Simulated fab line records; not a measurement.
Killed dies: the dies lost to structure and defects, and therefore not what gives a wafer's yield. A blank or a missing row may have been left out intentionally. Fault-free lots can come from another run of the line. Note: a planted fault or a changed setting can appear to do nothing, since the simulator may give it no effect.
Lot-split experiment    flow rit_cmos    route with 202 steps; 5 lots, 23 wafers read

THE SPLIT ITSELF
At RIT_M1_DEVELOP_08 (develop time 68 s), the setting develop_time_s was moved away from the recipe's 68 s on 8 of the 23 wafers read, by -13.5% to +14.1%. For the rest of the wafers, this setting stayed at what the recipe calls for.

Between the split and the reading, the file records no step.

THE READING
Shown in nm: cd_nm at RIT_M1_CD_MEAS_09, with target cd 2600 nm. Fault-free wafers of this fab line usually give 2600.8 nm, standard deviation 2.1 nm.

wafer   tool, chamber at the split  develop_time_s as run, s  against the recipe  cd_nm, nm  against lot-mates on the recipe
L074.2  litho_track-01, 0           68                        recipe              2601.8     -
L074.3  litho_track-01, 0           68                        recipe              2596.4     -
L074.4  litho_track-01, 0           68                        recipe              2600.9     -
L074.5  litho_track-01, 0           68                        recipe              2597.4     -
L074.6  litho_track-01, 0           68                        recipe              2601.7     -
L076.1  litho_track-04, 0           68                        recipe              2595.7     -
L076.2  litho_track-04, 0           58.79                     -13.5%              2613.2     +16.9
L076.3  litho_track-04, 0           58.79                     -13.5%              2611.6     +15.3
L076.4  litho_track-04, 0           68                        recipe              2596.4     -
L076.5  litho_track-04, 0           68                        recipe              2596.7     -
L077.1  litho_track-01, 0           68                        recipe              2603.9     -
L077.2  litho_track-01, 0           68                        recipe              2601.6     -
L077.4  litho_track-01, 0           74.95                     +10.2%              2593.7     -9.1
L077.5  litho_track-01, 0           74.95                     +10.2%              2592.3     -10.4
L077.6  litho_track-01, 0           74.95                     +10.2%              2594.7     -8.1
L082.1  litho_track-01, 0           68                        recipe              2601.7     -
L082.2  litho_track-01, 0           68                        recipe              2600.3     -
L082.3  litho_track-01, 0           68                        recipe              2599.8     -
L083.1  litho_track-04, 0           77.6                      +14.1%              2593.1     -9.5
L083.3  litho_track-04, 0           68                        recipe              2602.9     -
L083.4  litho_track-04, 0           68                        recipe              2602.2     -
L083.5  litho_track-04, 0           77.6                      +14.1%              2589.8     -12.8
L083.6  litho_track-04, 0           77.6                      +14.1%              2594.4     -8.2

THE FIT
A straight line over all 23 wafers: cd_nm changes by -0.689 nm for each +1% of develop_time_s; r = -0.89; the points scatter about the line by 2.6 nm.
The same after taking each lot's own level away (the mean of its wafers on the recipe; 23 wafers): -0.924 nm for each +1%; r = -0.96; scatter 2 nm.
On that fit, the largest move of develop_time_s shifts the reading by 13 nm.
Across the lots, their own levels run from 2596.27 to 2602.75 nm, a range of 3.1 times the standard deviation given above.
In other words, the slope is changed by the lot-to-lot level; the two fits disagree.
Check: -12.9 nm against its lot-mates is what the line predicts for one of the wafers moved furthest among these (+14.1%) when that wafer is left out of the fit. It came out at -9.45 nm against them.

ADDITIONAL SPLITS CARRIED BY THESE WAFERS
Before the reading, these wafers also passed through other splits. Each is held against what the fit with the lots' levels taken away leaves over:
other split on the same wafers      wafers away from the commonest value  r with cd_nm (lot level and that fit taken away)
RIT_GATE_DEVELOP_15 develop_time_s  6                                     +0.37
RIT_NLDD_IMPLANT_08 energy_kev      6                                     -0.13
RIT_SPACER_ETCHBACK_05 time_s       8                                     +0.44
RIT_SDANNEAL_RTA_03 time_s          6                                     +0.03
RIT_CONTACT_COAT_03 resist_thk_nm   6                                     +0.31
RIT_CONTACT_ETCH_11 over_etch_frac  5                                     -0.08
RIT_M1_COAT_04 spin_rpm             5                                     -0.57

THE WHOLE CHAIN: every reading that the file lists as answering this split, in the file's order
step                  what it does                                                           reading                                                    change (the file's fit)                r (the file's)
RIT_M1_CD_MEAS_09     target cd 2600 nm                                                      cd_nm                                                      -0.933 nm for each +1% of the setting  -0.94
RIT_M1_METAL_ETCH_12  etches Al in Cl2/BCl3, stops on SiO2, time 165 s, target depth 600 nm  M1.cd_nm (the simulator's own value, which no gauge read)  -0.879 nm for each +1% of the setting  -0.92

FILE'S OWN FIT
cd_nm changes by -0.933 nm for each +1% of develop_time_s, r = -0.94.
